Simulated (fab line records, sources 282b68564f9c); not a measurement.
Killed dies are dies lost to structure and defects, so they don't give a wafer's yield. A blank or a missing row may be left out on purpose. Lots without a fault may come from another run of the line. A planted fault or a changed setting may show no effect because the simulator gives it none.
fab line records | flow rit_cmos
record lots=14 wafers=40 last_day=7
route steps=202 shown ACTIVE@14 PRETRO@73 M1@193
lots that met no fault: from a run of the same line without faults
start_h: hours from the record's first day to the start of the lot's first wafer shown | wait_h: hours since the lot's step before | " the same as in the row above | L1.1+2: a row that stands for several wafers | - no value, or no start given | * or withheld: withheld | < > ~ a bound
route shown NAME@n: a module of which the file shows steps, and the number in the route of the first | usual: mean/standard deviation of fault-free wafers | same: alike in all rows | chamber/n: place in a boat | sites: the reading at each site | _std_site: their standard deviation | _edge_site: outer sites' mean less inner sites' | radius_mm: how far each site lies from the wafer's centre | mask NAME#n: copy n | behind: the tool/chamber that last shaped the wafer | hold: why the lot was held/for how many hours/how that ended | device: the transistor (n, p or np) that didn't switch | end of line: the same wafers' tests at the end of the route | a step without rows: its recipe alone | killed: dies lost to structure and defects at the first sort, not the wafer's yield | map: a wafer's dies, x killed, . not, _ none there
set.NAME: the setting as run; set.NAME@STEP: as run at that earlier step | model.NAME: the simulator's own value behind a step, which no gauge read
steps of the route over a sample of lots; a table a step, a row a wafer
services: from which hour (start_h, from the record's first day; less than 0 if before it) a tool's chamber was out of use, for how many hours, and why
## steps
# step RIT_ACTIVE_ETCH_13
# recipe stop_on=SiO2 chemistry=SF6 target=Si3N4 time_s=210 over_etch_frac=0.4 SF6_flow_sccm=200 pressure_mtorr=260 rf_w=125 target_depth_a=2100
# usual drypump_motor_current_A=5.9/0.41 oes_product_au=0.828/0.014 throttle_valve_pct=7.57/0.056
# columns lot.wafer tool chamber start_h wait_h drypump_motor_current_A oes_product_au rf_hours_counter_h throttle_valve_pct
L354.1 rie_diel-03 2 17.10 0.1 6.3 0.810 25 7.54
L354.5 " 0 " " 5.9 0.812 - 7.59
L354.6 " 3 " " 6.1 0.821 - 7.56
L355.2 rie_diel-02 0 21.54 0.1 5.3 0.830 37 7.62
L355.4 " 3 " " 5.2 0.850 104 7.55
L355.6 " 0 " " 5.3 0.833 - 7.60
L356.2 rie_diel-01 0 25.76 0.1 6.0 0.848 30 7.49
L356.4 " 1 " " 5.9 0.850 5 7.59
L356.6 " 0 " " 6.0 0.828 - 7.48
L357.2 rie_diel-01 0 30.73 0.1 6.0 0.851 30 7.47
L357.3 " 2 " " 6.0 0.800 17 7.51
L357.4 " 3 " " 6.1 0.840 126 7.59
L358.3 rie_diel-01 0 37.07 0.1 6.0 0.841 30 7.45
L358.5 " 3 " " 6.1 0.840 - 7.58
L358.6 " 0 " " 6.0 0.847 - 7.48
L359.1 rie_diel-02 2 39.71 0.1 6.7 0.833 102 7.56
L359.4 " 3 " " 5.2 0.846 104 7.55
L359.5 " 2 " " 6.8 0.828 - 7.53
L360.2 rie_diel-03 2 46.62 0.1 6.3 0.810 25 7.54
L360.3 " 3 " " 6.2 0.816 157 7.54
L360.5 " 3 " " 6.2 0.832 - 7.56
L362.1 rie_diel-02 3 57.40 0.1 5.2 0.843 105 7.54
L362.2 " 1 " " 5.5 0.807 6 7.68
L362.3 " 2 " " 6.7 0.830 102 7.53
L363.2 rie_diel-03 1 62.95 0.1 5.6 0.833 6 7.64
L363.3 " 2 " " 6.3 0.807 26 7.54
L363.6 " 1 " " 5.6 0.823 - 7.63
L364.3 rie_diel-03 2 69.12 0.1 6.3 0.811 26 7.53
L364.4 " 1 " " 5.6 0.838 7 7.63
L364.5 " 3 " " 6.1 0.821 - 7.56
L365.1 rie_diel-02 3 73.43 0.1 5.2 0.839 105 7.54
L365.2 " 1 " " 5.5 0.824 6 7.68
L365.6 " 2 " " 6.7 0.827 - 7.53
L366.1 rie_diel-01 3 79.64 0.1 6.1 0.836 127 7.60
L366.2 " 0 " " 6.0 0.834 31 7.47
L366.6 " 2 " " 6.0 0.798 - 7.52
L369.2 rie_diel-01 2 92.98 0.1 6.0 0.811 18 7.51
L369.6 " 3 " " 6.2 0.849 - 7.59
L372.4 rie_diel-01 3 110.48 0.1 6.1 0.845 128 7.60
L372.6 " 0 " " 6.0 0.853 - 7.47
# step RIT_PRETRO_STRIP_09
# recipe chemistry=O2 time_s=180 resist=NOVOLAK platen_temp_c=withheld power_w=500 pressure_mtorr=4000 o2_flow_sccm=4000
# usual drypump_motor_current_A=5.8/0.65
# columns lot.wafer tool chamber start_h wait_h drypump_motor_current_A rf_hours_counter_h
L354.1 plasma_asher-01 0 34.91 0.1 5.5 41
L354.5 " 1 " " 5.3 -
L354.6 " 0 " " 5.5 -
L355.2 plasma_asher-01 0 39.08 0.1 5.4 41
L355.4 " 0 " " 5.5 -
L355.6 " 1 " " 5.3 -
L356.2 plasma_asher-04 0 43.17 0.1 6.7 36
L356.4 " 1 " " 6.6 -
L356.6 " 0 " " 6.7 -
L357.2 plasma_asher-02 0 47.66 0.1 5.4 42
L357.3 " 1 " " 5.2 -
L357.4 " 0 " " 5.4 -
L358.3 plasma_asher-04 0 54.30 0.1 6.8 -
L358.5 " 1 " " 6.6 -
L358.6 " 0 " " 6.8 -
L359.1 plasma_asher-02 0 60.39 0.1 5.4 43
L359.4 " 0 " " 5.4 -
L359.5 " 1 " " 5.2 -
L360.2 plasma_asher-02 0 68.24 0.1 5.4 44
L360.3 " 1 " " 5.2 -
L360.5 " 1 " " 5.2 -
L362.1 plasma_asher-02 1 84.27 0.1 5.2 45
L362.2 " 0 " " 5.4 45
L362.3 " 1 " " 5.2 -
L363.2 plasma_asher-01 0 90.42 0.1 5.4 45
L363.3 " 1 " " 5.3 -
L363.6 " 0 " " 5.4 -
L365.1 plasma_asher-04 1 98.92 0.1 6.6 41
L365.2 " 0 " " 6.7 41
L365.6 " 1 " " 6.6 -
L364.3 plasma_asher-02 0 99.18 0.1 5.4 -
L364.4 " 1 " " 5.2 -
L364.5 " 0 " " 5.4 -
L366.1 plasma_asher-02 0 106.21 0.1 5.4 47
L366.2 " 1 " " 5.2 47
L366.6 " 0 " " 5.4 -
L369.2 plasma_asher-04 1 118.28 0.1 6.6 43
L369.6 " 0 " " 6.7 -
L372.4 plasma_asher-02 1 138.94 0.1 5.2 -
L372.6 " 1 " " 5.2 -
# step RIT_M1_CD_MEAS_09
# recipe target_cd_nm=2600
# usual cd_nm=2600.2/2.6
# columns lot.wafer tool chamber start_h wait_h cd_nm
L354.1 cd_sem-02 - 59.88 - 2601.5
L354.5 " - " " 2605.1
L354.6 " - " " 2602.9
L355.2 cd_sem-01 - 68.88 - 2600.1
L355.4 " - " " 2599.4
L355.6 " - " " 2599.6
L356.2 cd_sem-01 - 73.23 - 2598.1
L356.4 " - " " 2597.3
L356.6 " - " " 2598.2
L357.2 cd_sem-02 - 77.20 - 2604.2
L357.3 " - " " 2604.1
L357.4 " - " " 2604.7
L358.3 cd_sem-01 - 87.71 - 2599.2
L358.5 " - " " 2597.9
L358.6 " - " " 2599.3
L359.1 cd_sem-01 - 93.18 - 2600.5
L359.4 " - " " 2598.8
L359.5 " - " " 2600.9
L360.2 cd_sem-02 - 102.97 - 2598.9
L360.3 " - " " 2597.8
L360.5 " - " " 2598.3
L362.1 cd_sem-01 - 116.13 - 2602.3
L362.2 " - " " 2600.6
L362.3 " - " " 2601.1
L363.2 cd_sem-02 - 124.69 - 2599.8
L363.3 " - " " 2599.6
L363.6 " - " " 2601.1
L364.3 cd_sem-02 - 134.76 - 2599.1
L364.4 " - " " 2596.9
L364.5 " - " " 2599.1
L366.1 cd_sem-02 - 139.25 - 2597.8
L366.2 " - " " 2599.9
L366.6 " - " " 2598.2
L365.1 cd_sem-02 - 139.84 - 2604.4
L365.2 " - " " 2605.8
L365.6 " - " " 2605.9
L369.2 cd_sem-01 - 157.72 - 2598.7
L369.6 " - " " 2599.7
L372.4 cd_sem-02 - 170.13 - 2600.4
L372.6 " - " " 2602.2
# step RIT_M1_ANNEAL_15
# recipe temp_c=450 time_s=1800 ambient=forming_gas_H2N2
# usual zone_power_centre_pct=16.79/0.18
# columns lot.wafer tool chamber start_h wait_h zone_power_centre_pct
L354.1 furnace-02 0 60.92 0.1 16.38
L354.5 " 0 " " 16.43
L354.6 " 0 " " 16.81
L355.2 furnace-02 0 69.91 0.1 16.90
L355.4 " 0 " " 16.55
L355.6 " 0 " " 16.84
L356.2 furnace-02 0 74.27 0.1 16.33
L356.4 " 0 " " 16.77
L356.6 " 0 " " 16.78
L357.2 furnace-02 0 78.23 0.1 16.99
L357.3 " 0 " " 16.74
L357.4 " 0 " " 16.67
L358.3 furnace-02 0 88.71 0.1 16.98
L358.5 " 0 " " 16.98
L358.6 " 0 " " 16.61
L359.1 furnace-02 0 94.21 0.1 16.50
L359.4 " 0 " " 16.93
L359.5 " 0 " " 16.61
L360.2 furnace-02 0 103.99 0.1 16.90
L360.3 " 0 " " 16.66
L360.5 " 0 " " 17.01
L362.1 furnace-02 0 117.17 0.1 16.84
L362.2 " 0 " " 16.70
L362.3 " 0 " " 16.97
L363.2 furnace-02 0 125.89 0.1 16.77
L363.3 " 0 " " 16.71
L363.6 " 0 " " 16.99
L364.3 furnace-02 0 136.05 0.1 16.49
L364.4 " 0 " " 16.57
L364.5 " 0 " " 16.73
L366.1 furnace-02 0 140.79 0.1 17.05
L366.2 " 0 " " 16.65
L366.6 " 0 " " 16.81
L365.1 furnace-02 0 142.29 1.3 16.83
L365.2 " 0 " " 16.53
L365.6 " 0 " " 16.97
L369.2 furnace-02 0 158.74 0.1 16.96
L369.6 " 0 " " 16.85
L372.4 furnace-02 0 171.11 0.0 16.77
L372.6 " 0 " " 16.87
# step RIT_M1_BOW_MEAS_16
# recipe mode=bow
# usual M1_BOW=18/6.7
# columns lot.wafer tool chamber start_h wait_h hold M1_BOW[um]
L354.1 film_metro-04 - 62.42 0.0 - 27
L354.5 " - " " - 8
L354.6 " - " " - 17
L355.2 film_metro-02 - 71.43 0.0 - 19
L355.4 " - " " - 26
L355.6 " - " " - 13
L356.2 film_metro-01 - 75.79 0.0 - 21
L356.4 " - " " - 18
L356.6 " - " " - 10
L357.2 film_metro-01 - 79.75 0.0 - 26
L357.3 " - " " - 33
L357.4 " - " " - 19
L358.3 film_metro-04 - 90.25 0.0 - 26
L358.5 " - " " - 15
L358.6 " - " " - 23
L359.1 film_metro-02 - 95.71 0.0 - 16
L359.4 " - " " - 14
L359.5 " - " " - 19
L360.2 film_metro-01 - 105.51 0.0 - 18
L360.3 " - " " - 16
L360.5 " - " " - 18
L362.1 film_metro-02 - 118.67 0.0 - 7
L362.2 " - " " - 7
L362.3 " - " " - 6
L363.2 film_metro-01 - 127.41 0.0 - 16
L363.3 " - " " - 19
L363.6 " - " " - 27
L364.3 film_metro-04 - 137.59 0.0 - 21
L364.4 " - " " - 10
L364.5 " - " " - 11
L366.1 film_metro-01 - 142.29 0.0 - 15
L366.2 " - " " - 21
L366.6 " - " " - 1
L365.1 film_metro-01 - 143.79 0.0 - 20
L365.2 " - " " - 37
L365.6 " - " " - 13
L369.2 film_metro-01 - 160.26 0.0 await_dispo/0.2h/release 14
L369.6 " - " " await_dispo/0.2h/release 18
L369.2 film_metro-01 - 160.54 0.3 - -
L369.6 " - " " - -
L372.4 film_metro-01 - 172.67 0.1 await_dispo/0.2h/release 10
L372.6 " - " " await_dispo/0.2h/release 8
L372.4 film_metro-01 - 172.96 0.3 - -
L372.6 " - " " - -
# step RIT_M1_PROBE_99
# usual defect_limited_yield=97.3/1.2 killed_at_contacts=0.1/0.29 killed_at_front_end=7/3.1 killed_dies=7/3.1 killed_open=3.4/1.9 killed_short=3.6/2.1 sort_bin_3_pad_short=0.1/0.21 sort_bin_5_function=1.6/0.85 sort_bin_6_memory=1.0/0.72 sort_n_pass=257/3.2 sort_yield_pct=97.3/1.2
# same gross_dies=264 killed_at_M0_to_M3=0 killed_at_M4_up=0 killed_at_back_side=0 killed_at_other=0
# columns lot.wafer tool chamber start_h wait_h hold defect_limited_yield[%] killed_at_contacts killed_at_front_end killed_dies killed_open killed_short sort_bin_3_pad_short[%] sort_bin_5_function[%] sort_bin_6_memory[%] sort_n_pass sort_yield_pct[%]
L354.1 prober-01 - 62.54 0.1 - 95.8 0 11 11 6 5 0.4 2.7 1.1 253 95.8
L354.5 prober-01 - 62.74 0.2 - 95.8 0 11 11 6 5 0.8 2.7 0.8 253 95.8
L354.6 prober-01 - 62.79 0.2 - 97.3 0 7 7 1 6 0 1.9 0.8 257 97.3
L355.2 prober-02 - 71.58 0.1 - 97.3 0 7 7 2 5 0 1.9 0.8 257 97.3
L355.4 prober-02 - 71.68 0.2 - 98.9 0 3 3 3 0 0 0.8 0.4 261 98.9
L355.6 prober-02 - 71.78 0.2 - 97.0 0 8 8 5 3 0 3.0 0 256 97.0
L356.2 prober-01 - 75.94 0.1 - 98.1 0 5 5 2 3 0.4 1.5 0 259 98.1
L356.4 prober-01 - 76.04 0.2 - 96.6 0 9 9 3 6 0.4 1.5 1.5 255 96.6
L356.6 prober-01 - 76.14 0.2 - 97.0 0 8 8 1 7 0 2.7 0.4 256 97.0
L357.2 prober-02 - 79.90 0.1 - 96.2 0 10 10 5 5 0 1.5 2.3 254 96.2
L357.3 prober-02 - 79.95 0.2 - 97.3 0 7 7 2 5 0 0.4 2.3 257 97.3
L357.4 prober-02 - 80.00 0.2 - 97.0 0 8 8 4 4 0.4 1.9 0.8 256 97.0
L358.3 prober-01 - 90.43 0.2 - 95.5 0 12 12 6 6 0.4 3.0 1.1 252 95.5
L358.5 prober-01 - 90.53 0.2 - 97.7 0 6 6 2 4 0 1.1 1.1 258 97.7
L358.6 prober-01 - 90.58 0.2 - 98.1 0 5 5 2 3 0 1.9 0 259 98.1
L359.1 prober-02 - 95.83 0.1 - 97.3 0 7 7 4 3 0 0.8 1.9 257 97.3
L359.4 prober-02 - 95.98 0.2 - 96.2 0 10 10 8 2 0 1.9 1.9 254 96.2
L359.5 prober-02 - 96.03 0.2 - 96.6 0 9 9 4 5 0.8 1.1 1.5 255 96.6
L360.2 prober-01 - 105.66 0.1 - 96.6 0 9 9 1 8 0.4 2.7 0.4 255 96.6
L360.3 prober-01 - 105.71 0.2 - 95.1 0 13 13 7 6 0 3.0 1.9 251 95.1
L360.5 prober-01 - 105.81 0.2 - 98.9 0 3 3 2 1 0 1.1 0 261 98.9
L362.1 prober-01 - 118.79 0.1 - 98.5 0 4 4 2 2 0 1.5 0 260 98.5
L362.2 prober-01 - 118.84 0.1 - 97.3 0 7 7 2 5 0 1.1 1.5 257 97.3
L362.3 prober-01 - 118.89 0.2 - 96.6 0 9 9 4 5 0 2.7 0.8 255 96.6
L363.2 prober-02 - 127.56 0.1 - 98.1 0 5 5 1 4 0 1.1 0.8 259 98.1
L363.3 prober-02 - 127.61 0.2 - 98.5 0 4 4 2 2 0.4 1.1 0 260 98.5
L363.6 prober-02 - 127.76 0.2 - 97.7 0 6 6 6 0 0 1.1 1.1 258 97.7
L364.3 prober-01 - 137.77 0.2 - 99.2 0 2 2 1 1 0 0.8 0 262 99.2
L364.4 prober-01 - 137.82 0.2 - 97.0 0 8 8 3 5 0 1.5 1.5 256 97.0
L364.5 prober-01 - 137.87 0.2 - 97.0 0 8 8 4 4 0.4 1.5 1.1 256 97.0
L366.1 prober-02 - 142.41 0.1 - 97.0 0 8 8 2 6 0.4 1.5 1.1 256 97.0
L366.2 prober-02 - 142.46 0.1 - 97.3 0 7 7 1 5 0.4 2.3 0 257 97.3
L366.6 prober-02 - 142.66 0.2 - 97.3 0 7 7 3 4 0 1.9 0.8 257 97.3
L365.1 prober-01 - 143.91 0.1 - 98.9 1 2 3 2 1 0 0.8 0.4 261 98.9
L365.2 prober-01 - 143.96 0.1 - 95.8 0 11 11 7 4 0 3.4 0.8 253 95.8
L365.6 prober-01 - 144.16 0.2 - 93.9 1 15 16 5 11 0.8 2.7 2.7 248 93.9
L369.2 prober-02 - 168.82 8.3 await_dispo/8.1h/release 98.1 0 5 5 4 1 0 1.1 0.8 259 98.1
L369.6 prober-02 - 169.02 8.4 await_dispo/8.1h/release 98.1 0 5 5 3 2 0 0.8 1.1 259 98.1
L372.4 prober-02 - 175.32 2.3 await_dispo/2.2h/release 97.3 0 7 7 3 3 0 1.9 0.8 257 97.3
L372.6 prober-02 - 175.42 2.4 await_dispo/2.2h/release 98.1 0 5 5 1 4 0.4 1.5 0 259 98.1
# killed by level:class
L354.1 GATE:geometric_particle:short=5 GATE:geometric_particle:open=3 FOX2:geometric_particle:open=2 FOX1:geometric_particle:open=1
L354.5 FOX1:geometric_particle:short=2 GATE:geometric_particle:short=2 GATE:geometric_particle:open=2 REOX:geometric_particle:open=2 FOX1:geometric_particle:open=1 SPACER:geometric_particle:open=1 SPACER:geometric_particle:short=1
L354.6 GATE:geometric_particle:short=3 REOX:geometric_particle:short=2 FOX2:geometric_particle:short=1 GATE:geometric_particle:open=1
L355.2 GATE:geometric_particle:open=2 GATE:geometric_particle:short=2 FOX2:geometric_particle:short=1 SPACER:geometric_particle:short=1 SILICIDE:geometric_particle:short=1
L355.4 GATE:geometric_particle:open=2 SILICIDE:geometric_particle:open=1
L355.6 SILICIDE:geometric_particle:open=3 SILICIDE:geometric_particle:short=2 GATE:geometric_particle:open=1 REOX:geometric_particle:open=1 SPACER:geometric_particle:short=1
L356.2 SPACER:geometric_particle:open=2 ACTIVE:geometric_particle:short=1 REOX:geometric_particle:short=1 SPACER:geometric_particle:short=1
L356.4 FOX1:geometric_particle:open=3 FOX1:geometric_particle:short=2 FOX2:geometric_particle:short=1 GATE:geometric_particle:short=1 REOX:geometric_particle:short=1 SPACER:geometric_particle:short=1
L356.6 GATE:geometric_particle:short=2 REOX:geometric_particle:short=2 FOX2:geometric_particle:short=1 GATE:geometric_particle:open=1 SPACER:geometric_particle:short=1 SILICIDE:geometric_particle:short=1
L357.2 GATE:geometric_particle:short=4 GATE:geometric_particle:open=2 FOX1:geometric_particle:short=1 REOX:geometric_particle:open=1 SPACER:geometric_particle:open=1 SILICIDE:geometric_particle:open=1
L357.3 REOX:geometric_particle:short=3 GATE:geometric_particle:short=1 SPACER:geometric_particle:open=1 SILICIDE:geometric_particle:open=1 SILICIDE:geometric_particle:short=1
L357.4 GATE:geometric_particle:short=3 GATE:geometric_particle:open=3 REOX:geometric_particle:short=1 SILICIDE:geometric_particle:open=1
L358.3 GATE:geometric_particle:short=3 GATE:geometric_particle:open=2 SILICIDE:geometric_particle:short=2 SILICIDE:geometric_particle:open=2 FOX1:geometric_particle:open=1 FOX1:geometric_particle:short=1 REOX:geometric_particle:open=1
L358.5 REOX:geometric_particle:short=2 FOX1:geometric_particle:short=1 FOX1:geometric_particle:open=1 REOX:geometric_particle:open=1 SILICIDE:geometric_particle:short=1
L358.6 GATE:geometric_particle:short=2 FOX1:geometric_particle:open=1 FOX1:geometric_particle:short=1 SILICIDE:geometric_particle:open=1
L359.1 GATE:geometric_particle:open=2 FOX1:geometric_particle:open=1 FOX2:geometric_particle:short=1 FOX2:geometric_particle:open=1 GATE:geometric_particle:short=1 SPACER:geometric_particle:short=1
L359.4 GATE:geometric_particle:open=3 FOX2:geometric_particle:open=2 FOX1:geometric_particle:open=1 FOX2:geometric_particle:short=1 GATE:geometric_particle:short=1 REOX:geometric_particle:open=1 SPACER:geometric_particle:open=1
L359.5 FOX2:geometric_particle:short=2 GATE:geometric_particle:short=2 GATE:geometric_particle:open=2 FOX1:geometric_particle:open=1 FOX1:geometric_particle:short=1 SILICIDE:geometric_particle:open=1
L360.2 GATE:geometric_particle:short=7 FOX2:geometric_particle:short=1 GATE:geometric_particle:open=1
L360.3 GATE:geometric_particle:short=3 GATE:geometric_particle:open=3 SILICIDE:geometric_particle:open=2 FOX1:geometric_particle:short=1 REOX:geometric_particle:short=1 REOX:geometric_particle:open=1 SPACER:geometric_particle:open=1 SILICIDE:geometric_particle:short=1
L360.5 GATE:geometric_particle:open=1 REOX:geometric_particle:short=1 SILICIDE:geometric_particle:open=1
L362.1 GATE:geometric_particle:open=1 GATE:geometric_particle:short=1 REOX:geometric_particle:open=1 SILICIDE:geometric_particle:short=1
L362.2 GATE:geometric_particle:short=2 GATE:geometric_particle:open=2 FOX2:geometric_particle:short=1 REOX:geometric_particle:short=1 SPACER:geometric_particle:short=1
L362.3 REOX:geometric_particle:short=3 FOX2:geometric_particle:open=2 FOX1:geometric_particle:short=1 GATE:geometric_particle:open=1 GATE:geometric_particle:short=1 REOX:geometric_particle:open=1
L363.2 FOX1:geometric_particle:short=1 GATE:geometric_particle:short=1 SPACER:geometric_particle:short=1 SILICIDE:geometric_particle:short=1 SILICIDE:geometric_particle:open=1
L363.3 GATE:geometric_particle:open=2 REOX:geometric_particle:short=1 SPACER:geometric_particle:short=1
L363.6 REOX:geometric_particle:open=2 SILICIDE:geometric_particle:open=2 FOX1:geometric_particle:open=1 FOX2:geometric_particle:open=1
L364.3 GATE:geometric_particle:short=1 GATE:geometric_particle:open=1
L364.4 REOX:geometric_particle:short=2 REOX:geometric_particle:open=2 FOX2:geometric_particle:short=1 GATE:geometric_particle:open=1 GATE:geometric_particle:short=1 SILICIDE:geometric_particle:short=1
L364.5 GATE:geometric_particle:open=3 SPACER:geometric_particle:short=3 GATE:geometric_particle:short=1 REOX:geometric_particle:open=1
L366.1 GATE:geometric_particle:short=3 SPACER:geometric_particle:short=2 FOX1:geometric_particle:open=1 FOX2:geometric_particle:short=1 GATE:geometric_particle:open=1
L366.2 FOX1:geometric_particle:short=2 FOX2:geometric_particle:short=1 GATE:geometric_particle:short=1 REOX:geometric_particle:short=1 SPACER:geometric_particle:open=1 PRETRO:coat_microbubble_printed=1
L366.6 GATE:geometric_particle:short=4 GATE:geometric_particle:open=3
L365.1 REOX:geometric_particle:open=1 SILICIDE:geometric_particle:short=1 CONTACT:geometric_particle:open=1
L365.2 REOX:geometric_particle:open=3 GATE:geometric_particle:open=2 SILICIDE:geometric_particle:short=2 FOX2:geometric_particle:open=1 GATE:geometric_particle:short=1 REOX:geometric_particle:short=1 SILICIDE:geometric_particle:open=1
L365.6 FOX2:geometric_particle:short=5 REOX:geometric_particle:short=2 FOX1:geometric_particle:short=1 FOX2:geometric_particle:open=1 GATE:geometric_particle:open=1 GATE:geometric_particle:short=1 REOX:geometric_particle:open=1 SPACER:geometric_particle:open=1
L369.2 GATE:geometric_particle:open=2 FOX1:geometric_particle:open=1 SPACER:geometric_particle:open=1 SPACER:geometric_particle:short=1
L369.6 GATE:geometric_particle:open=3 SPACER:geometric_particle:short=2
L372.4 GATE:geometric_particle:short=3 GATE:geometric_particle:open=2 REOX:geometric_particle:open=1 GATE:coat_microbubble_printed=1
L372.6 FOX2:geometric_particle:short=2 REOX:geometric_particle:short=2 GATE:geometric_particle:open=1
## services
# columns tool chamber start_h hours kind
rie_diel-01 3 -2.83 8.1 repair
rie_diel-01 0 9.95 6.1 repair
rie_diel-03 0 27.01 21.0 repair
rie_diel-02 - 41.44 0.3 repair
rie_diel-01 1 77.86 14.2 repair
rie_diel-02 0 81.97 1.7 repair
rie_diel-02 1 94.60 15.5 repair
rie_diel-03 3 104.68 - clean
rie_diel-03 3 104.68 14.0 scheduled_down
rie_diel-03 3 104.68 14.0 vent_cycle
plasma_asher-01 - 108.75 9.0 pm
plasma_asher-01 0 108.75 9.0 vent_cycle
plasma_asher-01 1 108.75 9.0 vent_cycle
rie_diel-02 1 112.11 13.2 repair
plasma_asher-01 0 117.75 - clean
plasma_asher-01 1 117.75 - clean
plasma_asher-04 - 121.84 3.7 pm
rie_diel-01 2 142.01 5.6 repair
plasma_asher-02 - 145.29 0.8 repair
## key
first_sign step=RIT_M1_BOW_MEAS_16 reading=visit direction=added
effect none on later readings
met_at RIT_M1_ANNEAL_15
struck_lots L369,L372
not_acting_at RIT_ACTIVE_ETCH_13,RIT_PRETRO_STRIP_09,RIT_M1_CD_MEAS_09
onset_between 142.29 158.74
also_fits time
fault kind=process_parameter_drift tool=furnace-02 chamber=- onset_h=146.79 steps=RIT_M1_ANNEAL_15 channel=time_s offset=* shape=step stated=*
